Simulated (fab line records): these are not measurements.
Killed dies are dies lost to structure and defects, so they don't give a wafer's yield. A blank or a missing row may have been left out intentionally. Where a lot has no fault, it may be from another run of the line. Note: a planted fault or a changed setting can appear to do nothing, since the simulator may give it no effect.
Shared-tool check | flow berkeley_cmos170 | 42 wafers sampled across 14 lots

## WHAT PROMPTED THE OPENING
UCB170_NLDD_TW_MEAS_11, reading NLDD_TW: flagged on 2 of 14 lots. Wafers without a fault read 2213, standard deviation 11.
Rule: a lot is flagged when every wafer of it that has a number lies more than 4 standard deviations from that mean, or none has a number. The rest of the lots are taken to be sound.

lot  | measured     | on            | NLDD_TW, wafer by wafer | flag
L495 | day 6 03:27  | film_metro-03 | 2225 2229 2227          |
L497 | day 6 04:03  | film_metro-04 | 2220 2220 2216          |
L500 | day 7 08:34  | film_metro-04 | 2201 2188 2196          |
L501 | day 7 09:15  | film_metro-01 | 2212 2219 2222          |
L502 | day 7 19:32  | film_metro-01 | 2217 2218 2211          |
L503 | day 8 10:25  | film_metro-04 | 2210 2226 2217          |
L505 | day 8 10:41  | film_metro-01 | 2218 2217 2228          |
L506 | day 8 18:51  | film_metro-03 | 2209 2208 2215          |
L507 | day 8 19:07  | film_metro-04 | 2209 2221 2222          |
L510 | day 9 02:42  | film_metro-01 | 2068 2046 2042          | FLAGGED
L508 | day 9 03:26  | film_metro-01 | 2051 2048 2047          | FLAGGED
L515 | day 10 13:25 | film_metro-01 | 2212 2192 2214          |
L516 | day 11 00:00 | film_metro-04 | 2217 2221 2221          |
L518 | day 11 14:29 | film_metro-01 | 2207 2218 2220          |
The numbers of the flagged lots are 2050 on average: -163 against the usual, or -15 standard deviations.

## LOT BY LOT: THE TOOL USED
The record keeps 1 process step preceding the reading, out of 331 steps on the route. Cell contents, in order: the tool; ch with the chambers the sampled wafers went through; the start.
lot  | flag    | UCB170_NLDD_IMPLANT_09
L495 |         | implanter-01 ch 0, day 6 03:13
L497 |         | implanter-01 ch 0, day 6 03:49
L500 |         | implanter-03 ch 0, day 7 08:19
L501 |         | implanter-04 ch 0, day 7 09:00
L502 |         | implanter-03 ch 0, day 7 19:17
L503 |         | implanter-03 ch 0, day 8 10:10
L505 |         | implanter-01 ch 0, day 8 10:26
L506 |         | implanter-03 ch 0, day 8 18:36
L507 |         | implanter-01 ch 0, day 8 18:52
L510 | FLAGGED | implanter-03 ch 0, day 9 02:27
L508 | FLAGGED | implanter-03 ch 0, day 9 03:11
L515 |         | implanter-04 ch 0, day 10 13:10
L516 |         | implanter-01 ch 0, day 10 23:46
L518 |         | implanter-04 ch 0, day 11 14:16
These steps, and what they do:
- UCB170_NLDD_IMPLANT_09
- UCB170_NLDD_TW_MEAS_11

## FLAGGED AGAINST TOTAL, ONE TOOL AT A TIME (gauges that did the reading follow at the end)
step                   | tool          | lots run | flagged | share of the flagged lots | sound lots run after its first flagged lot
UCB170_NLDD_IMPLANT_09 | implanter-01  | 5        | 0       | none                      | -
UCB170_NLDD_IMPLANT_09 | implanter-03  | 6        | 2       | all                       | 0
UCB170_NLDD_IMPLANT_09 | implanter-04  | 3        | 0       | none                      | -
UCB170_NLDD_TW_MEAS_11 | film_metro-01 | 7        | 2       | all                       | 2 (L515,L518)
UCB170_NLDD_TW_MEAS_11 | film_metro-03 | 2        | 0       | none                      | -
UCB170_NLDD_TW_MEAS_11 | film_metro-04 | 5        | 0       | none                      | -

## THE TABLE: WHAT IT ALLOWS
Every flagged lot went through 2 rows of the table: implanter-03 at UCB170_NLDD_IMPLANT_09 and film_metro-01 at UCB170_NLDD_TW_MEAS_11.
- implanter-03 at UCB170_NLDD_IMPLANT_09: 2 of its 6 lots flagged. Its last sound lot is L506 (day 8 18:36), its first flagged lot L510 (day 9 02:27): a fault that began between those two fits. Its own readings lie more than 4 standard deviations out on every wafer of the flagged lots: dose_ions_cm2, faraday_current_uA.
- film_metro-01 at UCB170_NLDD_TW_MEAS_11: 2 of its 7 lots flagged. After the first flagged lot (L515, L518), sound lots still ran on it; a lasting fault on the whole tool would not permit that.
What remains is a single tool, implanter-03 at UCB170_NLDD_IMPLANT_09.

## WHAT THE SIMULATOR PUT IN
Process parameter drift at UCB170_NLDD_IMPLANT_09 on implanter-03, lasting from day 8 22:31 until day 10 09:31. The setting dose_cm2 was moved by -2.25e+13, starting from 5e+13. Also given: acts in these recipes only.
Lots struck among those shown: L510, L508. The same result came from the rule above.
